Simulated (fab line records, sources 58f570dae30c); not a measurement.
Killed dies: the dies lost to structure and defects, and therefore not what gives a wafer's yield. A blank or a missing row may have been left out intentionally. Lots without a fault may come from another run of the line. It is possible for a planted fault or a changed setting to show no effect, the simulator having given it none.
fab line records	flow berkeley_cmos170	part 1 of 2: steps 1 to 25 of 35
record: lots: 5	wafers: 15	last_day: 12
route steps=331 shown START@3 ZERO@6 NWELL@14 PWELL@34
lots with no fault: from the same line, run without faults
start_h: start of the lot's first displayed wafer, in hours after the record's first day	wait_h: hours from the lot's prior step to this one	" repeats the value in the row above	L1.1+2: several wafers, shown together as one row	- value missing, or start not given	* or withheld: withheld	< > ~ a bound
route shown NAME@n: names a module that has steps shown in the file, with the first one's number in the route	usual: mean and standard deviation over wafers with no fault	same: alike in all rows	chamber/n: place in a boat	sites: per-site readings	_std_site: the values' standard deviation	_edge_site: the outer-site mean with the inner-site mean subtracted	radius_mm: how far each site lies from the wafer's centre	mask NAME#n: copy n	behind: the most recent tool/chamber to have shaped the wafer	hold: why the lot was held/for how many hours/how that ended	device: names the non-switching transistor (n, p or np)	end of line: tests run on the same wafers once the route is complete	where a step has no rows: the recipe by itself	killed: not the wafer's yield, but the dies lost to structure and defects at the first sort	map: a wafer's dies, x killed, . not, _ none there
set.NAME: the setting as run; set.NAME@STEP: as run at that earlier step	model.NAME: the simulator's own value behind a step, which no gauge read
lots at some steps of the route; a table a step, a row a wafer
services: when a tool's chamber went out of use (start_h, in hours from the record's first day, below 0 if earlier), for how many hours, and the reason
== steps ==
step: UCB170_START_OXIDATION_02
recipe: temp_c: 950	ambient: O2	target_thk_a: 200	ox_time_s: 1800
usual: zone_power_source_pct: 32.3/1.9
lot.wafer	tool	chamber	start_h	wait_h	zone_power_source_pct
L085.1	furnace-01	0	66.35	1.2	32.2
L085.3	"	0	"	"	32.4
L085.5	"	0	"	"	31.2
L087.1	furnace-01	0	80.37	5.0	32.0
L087.3	"	0	"	"	32.0
L087.6	"	0	"	"	31.5
L088.1	furnace-01	0	80.37	0.2	32.0
L088.4	"	0	"	"	32.1
L088.6	"	0	"	"	32.0
L094.2	furnace-04	0	114.73	4.6	28.5
L094.4	"	0	"	"	28.8
L094.6	"	0	"	"	28.3
L096.1	furnace-04	0	123.33	3.2	28.7
L096.3	"	0	"	"	28.9
L096.4	"	0	"	"	28.4
step: UCB170_START_THK_MEAS_03
recipe: reads: SiO2_of_START_OXIDATION_02
usual: START_OXIDE_THK: 20.0/0.45
lot.wafer	tool	chamber	start_h	wait_h	START_OXIDE_THK[nm]
L085.1	film_metro-04	-	67.85	0.0	19.6
L085.3	"	-	"	"	19.2
L085.5	"	-	"	"	19.5
L087.1	film_metro-03	-	81.87	0.0	20.4
L087.3	"	-	"	"	20.4
L087.6	"	-	"	"	20.3
L088.1	film_metro-04	-	81.87	0.0	19.9
L088.4	"	-	"	"	20.0
L088.6	"	-	"	"	19.9
L094.2	film_metro-02	-	116.24	0.0	19.8
L094.4	"	-	"	"	19.7
L094.6	"	-	"	"	19.6
L096.1	film_metro-04	-	124.83	0.0	19.6
L096.3	"	-	"	"	19.8
L096.4	"	-	"	"	19.8
step: UCB170_START_ANNEAL_04
recipe: temp_c: 950	time_s: 1200	ambient: N2
usual: zone_power_source_pct: 32.2/2.2
lot.wafer	tool	chamber	start_h	wait_h	zone_power_source_pct
L085.1	furnace-02	0	72.91	5.0	34.1
L085.3	"	0	"	"	34.3
L085.5	"	0	"	"	33.4
L087.1	furnace-02	0	83.84	2.0	33.8
L087.3	"	0	"	"	33.8
L087.6	"	0	"	"	33.8
L088.1	furnace-02	0	83.84	2.0	33.5
L088.4	"	0	"	"	33.8
L088.6	"	0	"	"	33.7
L094.2	furnace-02	0	120.39	4.1	33.6
L094.4	"	0	"	"	34.0
L094.6	"	0	"	"	33.7
L096.1	furnace-04	0	126.18	1.3	28.9
L096.3	"	0	"	"	28.5
L096.4	"	0	"	"	28.2
step: UCB170_ZERO_HMDS_00
recipe: prime_time_s: 60	prime_temp_c: 100
usual: exhaust_pa: 44.9/0.81
lot.wafer	tool	chamber	start_h	wait_h	exhaust_pa
L085.1	litho_track-03	0	74.24	0.0	45.0
L085.3	"	0	"	"	45.3
L085.5	"	0	"	"	45.5
L087.1	litho_track-03	0	85.18	0.0	46.7
L087.3	"	0	"	"	45.4
L087.6	"	0	"	"	45.8
L088.1	litho_track-04	0	85.21	0.0	46.1
L088.4	"	0	"	"	44.6
L088.6	"	0	"	"	45.2
L094.2	litho_track-03	0	121.92	0.2	44.1
L094.4	"	0	"	"	44.4
L094.6	"	0	"	"	43.0
L096.1	litho_track-01	0	127.67	0.2	44.4
L096.3	"	0	"	"	46.2
L096.4	"	0	"	"	45.0
step: UCB170_ZERO_COAT_01
recipe: resist: KrF	spin_rpm: 1500	resist_thk_nm: 900
usual: exhaust_pa: 45.0/0.92
lot.wafer	tool	chamber	start_h	wait_h	exhaust_pa
L085.1	litho_track-03	0	74.39	0.1	44.7
L085.3	"	0	"	"	44.6
L085.5	"	0	"	"	45.6
L087.1	litho_track-03	0	85.33	0.1	45.3
L087.3	"	0	"	"	44.9
L087.6	"	0	"	"	43.5
L088.1	litho_track-04	0	85.36	0.1	44.4
L088.4	"	0	"	"	46.3
L088.6	"	0	"	"	43.9
L094.2	litho_track-03	0	122.07	0.1	44.4
L094.4	"	0	"	"	44.9
L094.6	"	0	"	"	45.2
L096.1	litho_track-01	0	127.82	0.1	44.6
L096.3	"	0	"	"	45.9
L096.4	"	0	"	"	45.4
step: UCB170_ZERO_SOFTBAKE_02
recipe: resist: KrF	temp_c: 130	time_s: 60
usual: exhaust_pa: 45.2/0.93	heater_power_total_W: 56.80/0.044
lot.wafer	tool	chamber	start_h	wait_h	exhaust_pa	heater_power_total_W
L085.1	litho_track-03	0	74.54	0.1	44.4	56.83
L085.3	"	0	"	"	45.5	56.73
L085.5	"	0	"	"	43.5	56.83
L087.1	litho_track-03	0	85.48	0.1	44.7	56.80
L087.3	"	0	"	"	45.8	56.85
L087.6	"	0	"	"	45.7	56.78
L088.1	litho_track-04	0	85.51	0.1	46.6	56.75
L088.4	"	0	"	"	45.9	56.85
L088.6	"	0	"	"	45.7	56.84
L094.2	litho_track-03	0	122.22	0.1	44.4	56.85
L094.4	"	0	"	"	45.6	56.80
L094.6	"	0	"	"	44.5	56.74
L096.1	litho_track-01	0	127.97	0.1	46.1	56.85
L096.3	"	0	"	"	46.2	56.75
L096.4	"	0	"	"	44.7	56.84
step: UCB170_ZERO_EXPOSE_03
recipe: mask_id: PM_MARKS	na: 0.5	sigma_outer: 0.6	source_shape: conventional	target_cd_nm: 4000	dose_mj: 30
lot.wafer	tool	chamber	start_h	wait_h	mask
L085.1+3+5	krf_scanner-01	0	74.94	0.4	PM_MARKS#0
L087.1+3+6	krf_scanner-02	0	85.87	0.4	PM_MARKS#0
L088.1+4+6	krf_scanner-02	0	85.99	0.4	PM_MARKS#0
L094.2+4+6	krf_scanner-01	0	122.37	0.1	PM_MARKS#0
L096.1+3+4	krf_scanner-01	0	128.12	0.1	PM_MARKS#0
step: UCB170_ZERO_PEB_04
recipe: peb_temp_c: 130	peb_time_s: withheld	resist: KrF
usual: exhaust_pa: 45.1/0.92	heater_power_total_W: 56.81/0.049
lot.wafer	tool	chamber	start_h	wait_h	exhaust_pa	heater_power_total_W
L085.1	litho_track-01	0	75.05	0.1	43.9	56.71
L085.3	"	0	"	"	45.1	56.72
L085.5	"	0	"	"	45.6	56.90
L087.1	litho_track-04	0	86.25	0.4	44.6	56.84
L087.3	"	0	"	"	45.9	56.82
L087.6	"	0	"	"	44.7	56.78
L088.1	litho_track-03	0	86.35	0.3	45.4	56.76
L088.4	"	0	"	"	45.1	56.78
L088.6	"	0	"	"	45.1	56.73
L094.2	litho_track-03	0	123.10	0.7	44.8	56.79
L094.4	"	0	"	"	45.6	56.86
L094.6	"	0	"	"	46.7	56.84
L096.1	litho_track-01	0	128.24	0.1	45.9	56.79
L096.3	"	0	"	"	44.8	56.82
L096.4	"	0	"	"	45.7	56.75
step: UCB170_ZERO_DEVELOP_05
recipe: developer: TMAH	develop_time_s: 45	resist: KrF	dev_temp_c: 21
usual: exhaust_pa: 44.9/0.85
same: develop_time_s: 45
lot.wafer	tool	chamber	start_h	wait_h	exhaust_pa
L085.1	litho_track-01	0	-	-	44.2
L085.3	"	0	"	"	45.3
L085.5	"	0	"	"	46.0
L087.1	litho_track-04	0	-	-	45.9
L087.3	"	0	"	"	45.8
L087.6	"	0	"	"	45.7
L088.1	litho_track-03	0	-	-	45.6
L088.4	"	0	"	"	44.9
L088.6	"	0	"	"	44.2
L094.2	litho_track-03	0	-	-	44.3
L094.4	"	0	"	"	43.1
L094.6	"	0	"	"	45.9
L096.1	litho_track-01	0	-	-	43.1
L096.3	"	0	"	"	43.7
L096.4	"	0	"	"	44.2
step: UCB170_ZERO_ETCH_06
recipe: chemistry: CHF3/CF4/Ar	target: SiO2	time_s: 12	pressure_mtorr: 100	rf_w: 500	CHF3_flow_sccm: 50	cf4_flow_sccm: 10	Ar_flow_sccm: 120	over_etch_frac: 1.58
usual: drypump_motor_current_A: 5.6/0.38	oes_product_au: 0.617/0.012	throttle_valve_pct: 9.24/0.13
same: over_etch_frac: 1.58
lot.wafer	tool	chamber	start_h	wait_h	drypump_motor_current_A	oes_product_au	rf_hours_counter_h	throttle_valve_pct
L085.1	rie_diel-01	3	75.33	-	5.4	0.634	86	9.21
L085.3	"	2	"	"	5.9	0.630	98	9.27
L085.5	"	2	"	"	5.9	0.620	-	9.27
L087.1	rie_diel-04	1	86.53	-	5.6	0.603	30	9.33
L087.3	"	0	"	"	5.0	0.638	136	9.19
L087.6	"	0	"	"	5.0	0.625	-	9.19
L088.1	rie_diel-01	0	86.63	-	5.4	0.607	102	9.13
L088.4	"	1	"	"	5.5	0.613	69	9.15
L088.6	"	1	"	"	5.5	0.612	-	9.16
L094.2	rie_diel-04	2	123.35	-	6.4	0.619	13	8.95
L094.4	"	0	"	"	5.0	0.634	138	9.21
L094.6	"	1	"	"	5.6	0.599	-	9.34
L096.1	rie_diel-04	0	128.52	-	5.0	0.629	138	9.19
L096.3	"	3	"	"	5.4	0.609	33	9.42
L096.4	"	2	"	"	6.3	0.620	13	8.93
step: UCB170_ZERO_STRIP_07
recipe: chemistry: O2	power_w: 400	pressure_mtorr: 3500	platen_temp_c: withheld	o2_flow_sccm: 400	overash_fraction: 0.5
usual: drypump_motor_current_A: 5.76/0.27	oes_product_au: 0.727/0.0046	strip_time_to_endpoint_s: 21.50/0.067
lot.wafer	tool	chamber	start_h	wait_h	drypump_motor_current_A	oes_product_au	rf_hours_counter_h	strip_time_to_endpoint_s
L085.1	plasma_asher-02	1	75.35	0.0	6.05	0.729	29	21.42
L085.3	"	1	"	"	6.03	0.734	-	21.44
L085.5	"	0	"	"	5.61	0.729	-	21.43
L087.1	plasma_asher-02	1	86.55	0.0	6.06	0.715	30	21.55
L087.3	"	1	"	"	6.09	0.726	-	21.56
L087.6	"	1	"	"	6.04	0.729	-	21.60
L088.1	plasma_asher-03	0	86.65	0.0	5.30	0.733	37	21.54
L088.4	"	0	"	"	5.29	0.729	-	21.48
L088.6	"	1	"	"	5.83	0.728	-	21.49
L094.2	plasma_asher-02	0	123.37	0.0	5.62	0.735	34	21.43
L094.4	"	0	"	"	5.63	0.738	-	21.52
L094.6	"	0	"	"	5.60	0.722	-	21.45
L096.1	plasma_asher-03	1	128.54	0.0	5.85	0.723	1	21.53
L096.3	"	1	"	"	5.80	0.727	-	21.52
L096.4	"	0	"	"	5.30	0.730	-	21.52
step: UCB170_NWELL_WET_ETCH_00
recipe: chemistry: dHF	dilution: 25:1	target: SiO2	temp_c: 25	time_s: 200
lot.wafer	tool	chamber	start_h	wait_h
L085.1+3+5	wet_bench-03	1	75.61	0.2
L087.1+3+6	wet_bench-01	3	86.65	0.1
L088.1+4+6	wet_bench-01	0	86.75	0.1
L094.2+4+6	wet_bench-01	1	126.59	3.2
L096.1+3+4	wet_bench-01	3	128.64	0.1
step: UCB170_NWELL_OXIDATION_01
recipe: temp_c: 1000	ambient: O2	target_thk_a: 264	ox_time_s: 1260
usual: zone_power_source_pct: 35.7/2.4
lot.wafer	tool	chamber	start_h	wait_h	zone_power_source_pct
L085.1	furnace-01	0	81.87	6.2	36.5
L085.3	"	0	"	"	35.6
L085.5	"	0	"	"	36.0
L087.1	furnace-04	0	90.81	4.1	32.3
L087.3	"	0	"	"	31.7
L087.6	"	0	"	"	32.0
L088.1	furnace-04	0	90.81	4.0	32.7
L088.4	"	0	"	"	32.7
L088.6	"	0	"	"	32.4
L094.2	furnace-02	0	129.14	2.5	38.3
L094.4	"	0	"	"	37.8
L094.6	"	0	"	"	37.7
L096.1	furnace-02	0	129.14	0.4	37.5
L096.3	"	0	"	"	38.5
L096.4	"	0	"	"	38.0
step: UCB170_NWELL_THK_MEAS_02
recipe: reads: SiO2_of_NWELL_OXIDATION_01
usual: NWELL_OXIDE_THK: 26.2/0.56
lot.wafer	tool	chamber	start_h	wait_h	NWELL_OXIDE_THK[nm]
L085.1	film_metro-04	-	83.22	0.0	25.7
L085.3	"	-	"	"	25.8
L085.5	"	-	"	"	26.4
L087.1	film_metro-02	-	92.16	0.0	25.7
L087.3	"	-	"	"	26.2
L087.6	"	-	"	"	25.8
L088.1	film_metro-04	-	92.16	0.0	25.5
L088.4	"	-	"	"	25.2
L088.6	"	-	"	"	25.8
L094.2	film_metro-04	-	130.50	0.0	25.8
L094.4	"	-	"	"	25.5
L094.6	"	-	"	"	25.7
L096.1	film_metro-04	-	130.55	0.1	27.0
L096.3	"	-	"	"	26.7
L096.4	"	-	"	"	27.1
step: UCB170_NWELL_ANNEAL_03
recipe: temp_c: 1000	time_s: 900	ambient: N2
usual: zone_power_source_pct: 36.4/2.3
lot.wafer	tool	chamber	start_h	wait_h	zone_power_source_pct
L085.1	furnace-02	0	88.34	5.1	38.2
L085.3	"	0	"	"	38.6
L085.5	"	0	"	"	38.1
L087.1	furnace-02	0	98.28	6.1	38.2
L087.3	"	0	"	"	38.7
L087.6	"	0	"	"	37.5
L088.1	furnace-02	0	98.28	6.1	37.9
L088.4	"	0	"	"	37.7
L088.6	"	0	"	"	37.7
L094.2	furnace-04	0	134.22	3.7	32.2
L094.4	"	0	"	"	32.3
L094.6	"	0	"	"	32.2
L096.1	furnace-04	0	134.22	3.7	31.9
L096.3	"	0	"	"	32.2
L096.4	"	0	"	"	32.6
step: UCB170_NWELL_CVD_04
recipe: material: Si3N4	target_thk_nm: 224	temp_c: 800	precursor: SiH2Cl2/NH3	time_s: 3360	pressure_mtorr: 200	sih2cl2_flow_sccm: 25	nh3_flow_sccm: 75
usual: zone_power_source_pct: 19.9/2.8
lot.wafer	tool	chamber	start_h	wait_h	zone_power_source_pct
L085.1	lpcvd-02	0	89.59	0.0	16.9
L085.3	"	0	"	"	17.0
L085.5	"	0	"	"	17.1
L087.1	lpcvd-01	1	99.53	0.0	20.2
L087.3	"	1	"	"	19.5
L087.6	"	1	"	"	19.9
L088.1	lpcvd-01	1	99.53	0.0	20.1
L088.4	"	1	"	"	19.8
L088.6	"	1	"	"	19.9
L094.2	lpcvd-02	0	135.47	0.0	17.2
L094.4	"	0	"	"	17.4
L094.6	"	0	"	"	16.9
L096.1	lpcvd-02	1	135.47	0.0	23.3
L096.3	"	1	"	"	23.2
L096.4	"	1	"	"	23.3
step: UCB170_NWELL_THK_MEAS_05
recipe: reads: Si3N4_of_NWELL_CVD_04
usual: NWELL_NITRIDE_THK: 224.2/2.1
lot.wafer	tool	chamber	start_h	wait_h	NWELL_NITRIDE_THK[nm]
L085.1	film_metro-01	-	91.53	0.0	222.2
L085.3	"	-	"	"	223.6
L085.5	"	-	"	"	220.8
L087.1	film_metro-01	-	101.46	0.0	223.3
L087.3	"	-	"	"	223.4
L087.6	"	-	"	"	223.3
L088.1	film_metro-04	-	101.46	0.0	226.8
L088.4	"	-	"	"	226.8
L088.6	"	-	"	"	225.5
L096.1	film_metro-04	-	137.40	0.0	222.1
L096.3	"	-	"	"	221.5
L096.4	"	-	"	"	223.3
L094.2	film_metro-01	-	137.41	0.0	224.5
L094.4	"	-	"	"	224.4
L094.6	"	-	"	"	222.9
step: UCB170_NWELL_HMDS_06
recipe: prime_time_s: 60	prime_temp_c: 100
usual: exhaust_pa: 45.2/0.86
lot.wafer	tool	chamber	start_h	wait_h	exhaust_pa
L085.1	litho_track-04	0	91.75	0.2	46.3
L085.3	"	0	"	"	45.8
L085.5	"	0	"	"	45.6
L087.1	litho_track-04	0	101.52	0.1	45.2
L087.3	"	0	"	"	45.4
L087.6	"	0	"	"	44.5
L088.1	litho_track-03	0	101.82	0.3	47.7
L088.4	"	0	"	"	44.2
L088.6	"	0	"	"	45.1
L094.2	litho_track-02	0	137.88	0.5	46.1
L094.4	"	0	"	"	44.1
L094.6	"	0	"	"	45.7
L096.1	litho_track-04	0	138.25	0.8	45.7
L096.3	"	0	"	"	45.9
L096.4	"	0	"	"	44.8
step: UCB170_NWELL_COAT_07
recipe: resist: KrF	spin_rpm: 1500	resist_thk_nm: 900
usual: exhaust_pa: 45.1/0.82
lot.wafer	tool	chamber	start_h	wait_h	exhaust_pa
L085.1	litho_track-04	0	91.90	0.1	44.5
L085.3	"	0	"	"	44.6
L085.5	"	0	"	"	45.0
L087.1	litho_track-04	0	101.67	0.1	45.7
L087.3	"	0	"	"	44.6
L087.6	"	0	"	"	45.1
L088.1	litho_track-03	0	101.97	0.1	45.5
L088.4	"	0	"	"	44.8
L088.6	"	0	"	"	46.2
L094.2	litho_track-02	0	138.03	0.1	44.9
L094.4	"	0	"	"	46.5
L094.6	"	0	"	"	46.5
L096.1	litho_track-04	0	138.40	0.1	46.6
L096.3	"	0	"	"	46.4
L096.4	"	0	"	"	45.2
step: UCB170_NWELL_SOFTBAKE_08
recipe: resist: KrF	temp_c: 130	time_s: 60
usual: exhaust_pa: 45.2/0.98	heater_power_total_W: 56.80/0.043
lot.wafer	tool	chamber	start_h	wait_h	exhaust_pa	heater_power_total_W
L085.1	litho_track-04	0	92.05	0.1	44.4	56.74
L085.3	"	0	"	"	46.0	56.83
L085.5	"	0	"	"	45.0	56.76
L087.1	litho_track-04	0	101.82	0.1	45.8	56.82
L087.3	"	0	"	"	45.3	56.86
L087.6	"	0	"	"	45.8	56.78
L088.1	litho_track-03	0	102.12	0.1	44.2	56.79
L088.4	"	0	"	"	45.4	56.67
L088.6	"	0	"	"	45.4	56.81
L094.2	litho_track-02	0	138.18	0.1	46.1	56.85
L094.4	"	0	"	"	45.4	56.80
L094.6	"	0	"	"	44.5	56.84
L096.1	litho_track-04	0	138.55	0.1	44.2	56.74
L096.3	"	0	"	"	45.8	56.82
L096.4	"	0	"	"	44.9	56.80
step: UCB170_NWELL_EXPOSE_09
recipe: mask_id: NWELL	target_cd_nm: 3000	na: 0.5	sigma_outer: 0.6	source_shape: conventional	dose_mj: 25
lot.wafer	tool	chamber	start_h	wait_h	mask
L085.1+3+5	krf_scanner-02	0	92.20	0.1	NWELL#0
L087.1+3+6	krf_scanner-01	0	102.34	0.5	NWELL#0
L088.1+4+6	krf_scanner-02	0	102.58	0.4	NWELL#0
L094.2+4+6	krf_scanner-02	0	138.45	0.2	NWELL#0
L096.1+3+4	krf_scanner-02	0	138.70	0.1	NWELL#0
step: UCB170_NWELL_PEB_10
recipe: peb_temp_c: 130	peb_time_s: withheld	resist: KrF
usual: exhaust_pa: 45.3/0.91	heater_power_total_W: 56.80/0.046
lot.wafer	tool	chamber	start_h	wait_h	exhaust_pa	heater_power_total_W
L085.1	litho_track-03	0	92.35	0.1	45.2	56.77
L085.3	"	0	"	"	43.9	56.76
L085.5	"	0	"	"	44.9	56.83
L087.1	litho_track-02	0	103.22	0.9	45.4	56.80
L087.3	"	0	"	"	45.4	56.78
L087.6	"	0	"	"	45.1	56.88
L088.1	litho_track-04	0	103.39	0.8	44.9	56.75
L088.4	"	0	"	"	44.5	56.76
L088.6	"	0	"	"	45.7	56.75
L094.2	litho_track-02	0	139.23	0.8	45.3	56.73
L094.4	"	0	"	"	46.1	56.82
L094.6	"	0	"	"	45.5	56.72
L096.1	litho_track-02	0	139.48	0.8	44.7	56.89
L096.3	"	0	"	"	44.1	56.81
L096.4	"	0	"	"	45.0	56.79
step: UCB170_NWELL_DEVELOP_11
recipe: developer: TMAH	develop_time_s: 45	resist: KrF	dev_temp_c: 21
usual: exhaust_pa: 45.1/0.81
same: develop_time_s: 45
lot.wafer	tool	chamber	start_h	wait_h	exhaust_pa
L085.1	litho_track-03	0	-	-	44.8
L085.3	"	0	"	"	45.4
L085.5	"	0	"	"	45.5
L087.1	litho_track-02	0	-	-	47.2
L087.3	"	0	"	"	45.6
L087.6	"	0	"	"	46.5
L088.1	litho_track-04	0	-	-	45.1
L088.4	"	0	"	"	45.4
L088.6	"	0	"	"	44.4
L094.2	litho_track-02	0	-	-	45.1
L094.4	"	0	"	"	44.5
L094.6	"	0	"	"	44.6
L096.1	litho_track-02	0	-	-	45.5
L096.3	"	0	"	"	46.1
L096.4	"	0	"	"	46.0
step: UCB170_NWELL_OVL_MEAS_12
usual: NWELL_OVL: -4/5.5
lot.wafer	tool	chamber	start_h	wait_h	NWELL_OVL[nm]
L085.1	overlay-01	-	92.62	-	-5
L085.3	"	-	"	"	-5
L085.5	"	-	"	"	0
L087.1	overlay-01	-	103.49	-	-4
L087.3	"	-	"	"	-1
L087.6	"	-	"	"	5
L088.1	overlay-02	-	103.66	-	-2
L088.4	"	-	"	"	-4
L088.6	"	-	"	"	1
L094.2	overlay-01	-	139.49	-	5
L094.4	"	-	"	"	5
L094.6	"	-	"	"	1
L096.1	overlay-01	-	139.76	-	8
L096.3	"	-	"	"	0
L096.4	"	-	"	"	4
step: UCB170_NWELL_ETCH_13
recipe: chemistry: CH3F/Ar/O2	target: Si3N4	stop_on: SiO2	CH3F_flow_sccm: 20	Ar_flow_sccm: 50	O2_flow_sccm: 7	pressure_mtorr: 50	rf_w: 450	target_depth_a: 2464	over_etch_frac: 0.1	time_s: 154
usual: drypump_motor_current_A: 5.7/0.48	oes_product_au: 0.946/0.017	throttle_valve_pct: 8.06/0.11
same: over_etch_frac: 0.1
lot.wafer	tool	chamber	start_h	wait_h	drypump_motor_current_A	oes_product_au	rf_hours_counter_h	throttle_valve_pct
L085.1	rie_diel-04	0	92.66	0.0	5.0	0.962	136	8.01
L085.3	"	1	"	"	5.6	0.914	30	8.14
L085.5	"	1	"	"	5.6	0.906	-	8.14
L087.1	rie_diel-01	1	103.53	0.0	5.5	0.928	70	7.99
L087.3	"	3	"	"	5.4	0.968	87	8.05
L087.6	"	3	"	"	5.4	0.976	-	8.03
L088.1	rie_diel-04	1	103.70	0.0	5.6	0.929	31	8.13
L088.4	"	2	"	"	6.3	0.955	12	7.76
L088.6	"	0	"	"	5.0	0.966	-	8.01
L094.2	rie_diel-04	3	139.52	0.0	5.4	0.942	33	8.18
L094.4	"	2	"	"	6.4	0.948	14	7.79
L094.6	"	0	"	"	5.1	0.966	-	8.01
L096.1	rie_diel-01	3	139.79	0.0	5.4	0.963	89	8.04
L096.3	"	2	"	"	5.9	0.948	101	8.07
L096.4	"	0	"	"	5.4	0.926	105	7.97
